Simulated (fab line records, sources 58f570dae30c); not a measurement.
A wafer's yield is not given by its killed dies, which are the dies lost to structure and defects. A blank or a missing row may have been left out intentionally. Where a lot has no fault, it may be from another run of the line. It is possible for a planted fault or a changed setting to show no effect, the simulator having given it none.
Chamber matching    flow berkeleyCmos170    rieDiel-03 running UCB170_M3_ETCH_17: 4 sister chambers
The step etches BARC in N2/H2. 8 wafers are shown with their chamber, then 7 later ones without.

EACH WAFER AND ITS CHAMBER
wafer   chamber  drypumpMotorCurrentA (A)  throttleValvePct (%)
L510.4  0        5.8                       13.59
L513.1  1        5.9                       13.43
L513.3  2        5.4                       13.32
L513.6  2        5.4                       13.31
L515.4  1        5.9                       13.41
L515.6  3        5.9                       13.37
L514.2  3        5.9                       13.38
L514.4  0        5.9                       13.60

WAFERS MISSING THEIR CHAMBER
wafer   drypumpMotorCurrentA (A)  throttleValvePct (%)
L514.6  5.9                       13.36
L525.1  5.9                       13.43
L525.2  5.4                       13.31
L525.3  5.9                       13.38
L526.1  5.4                       13.31
L526.2  5.8                       13.59
L526.6  5.8                       13.59

THE CHAMBER EACH PASSED THROUGH
wafer   from the rows above  in truth
L514.6  3                    3
L525.1  1                    1
L525.2  2                    2
L525.3  3                    3
L526.1  2                    2
L526.2  0                    0
L526.6  0                    0
7 of 7 placed correctly. Can't be placed from these rows: 0. Wrongly placed: 0.
How it was worked out, from the rows above alone: a wafer's distance from a chamber is the root of the sum, over the readings, of the square of ((its reading less the chamber's mean) divided by the reading's scatter). The wafer belongs to the nearest chamber; if the next one is less than 2 further off, it can't be placed. Each chamber's mean is taken over the wafers shown for it. How the scatter is found: for the shown wafers, subtract from each reading the mean of its chamber, square and add these, divide the total by (wafers less chambers), then take the root.
